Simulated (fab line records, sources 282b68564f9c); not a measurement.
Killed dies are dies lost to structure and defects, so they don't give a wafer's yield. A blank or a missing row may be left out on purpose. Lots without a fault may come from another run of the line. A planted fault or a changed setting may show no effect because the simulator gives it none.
Which tool did it? | flow rit_cmos | 14 lots, 42 wafers sampled, at 2 steps of a route of 202

WHAT THE GAUGES READ, wafer by wafer
RIT_GATE_CD_MEAS_16: target cd 150 nm. Usual: cd_nm 150.0 nm, standard deviation 2.1.
lot  | measured    | on        | cd_nm (nm)        | flag
L327 | day 2 18:47 | cd_sem-02 | 150.8 150.4 150.7 |
L328 | day 2 21:01 | cd_sem-01 | 153.5 153.0 153.8 |
L329 | day 3 02:43 | cd_sem-02 | 150.5 150.0 147.4 |
L330 | day 3 06:26 | cd_sem-02 | 150.3 150.6 150.5 |
L331 | day 3 12:01 | cd_sem-01 | 148.7 148.1 149.0 |
L333 | day 3 22:49 | cd_sem-01 | 151.4 152.3 151.0 |
L334 | day 4 03:01 | cd_sem-02 | 151.0 148.2 151.0 |
L335 | day 4 11:11 | cd_sem-01 | 154.9 150.1 151.1 |
L336 | day 4 16:45 | cd_sem-02 | 149.2 150.3 150.0 |
L338 | day 4 23:43 | cd_sem-01 | 149.1 149.8 150.2 |
L339 | day 5 05:16 | cd_sem-01 | 150.9 149.1 151.1 |
L341 | day 5 14:16 | cd_sem-02 | 149.2 149.4 150.3 |
L343 | day 5 22:00 | cd_sem-02 | 144.9 143.7 146.1 |
L349 | day 7 06:40 | cd_sem-01 | 145.5 147.3 147.9 |

RIT_PSD_OVL_MEAS_06. Usual: PSD_OVL -1.0 nm, standard deviation 1.4.
lot  | measured    | on         | PSD_OVL (nm)   | flag
L327 | day 3 06:38 | overlay-02 | 0.0 1.8 -1.8   |
L328 | day 3 10:36 | overlay-02 | 0.0 1.3 2.6    |
L329 | day 3 15:40 | overlay-01 | -0.8 -1.6 -2.2 |
L330 | day 3 18:53 | overlay-01 | -2.9 -2.3 -2.4 |
L331 | day 4 02:32 | overlay-02 | 0.8 -0.1 0.8   |
L333 | day 4 11:24 | overlay-02 | 0.1 -0.4 -0.2  |
L334 | day 4 16:34 | overlay-01 | 1.0 -2.0 -0.8  |
L335 | day 4 22:50 | overlay-01 | -1.0 -1.7 1.1  |
L336 | day 5 05:26 | overlay-01 | -1.9 -0.1 -0.4 |
L338 | day 5 12:20 | overlay-02 | -1.4 -1.2 -3.7 |
L339 | day 5 17:16 | overlay-02 | -2.6 -1.7 -1.2 |
L341 | day 6 02:49 | overlay-01 | -0.4 -0.4 0.4  |
L343 | day 6 10:16 | overlay-02 | -0.3 -0.8 -2.9 |
L349 | day 7 19:12 | overlay-02 | -0.3 -0.1 -1.3 |

WHICH TOOL RAN EACH LOT (tool, then ch and the chambers of the sampled wafers, then the start)
The record holds no process step before these readings.

WHAT THE TOOLS THEMSELVES READ (means of the sampled wafers that have a number; where no wafer has one, the mark that the record gives instead)
The record holds no such reading with a usual standard deviation.

THE ANSWER, worked out from the rows above alone
Rule: a lot is off if the mean of its wafers that have a number lies more than 3 standard deviations from the usual mean. A lot without any number at a reading at which 4 lots or more have one is off too. The other lots that the step has rows for count as sound. The gauges are gone through in route order, then the tools' own readings, and for those a lot's mean is taken as printed above. The first step at which some lot is off is used, and at that step the reading that is off furthest; a lot without a number counts as furthest.
No lot is off at any reading shown: from this, nothing can be told.

WHAT THE SIMULATOR HAD PUT IN
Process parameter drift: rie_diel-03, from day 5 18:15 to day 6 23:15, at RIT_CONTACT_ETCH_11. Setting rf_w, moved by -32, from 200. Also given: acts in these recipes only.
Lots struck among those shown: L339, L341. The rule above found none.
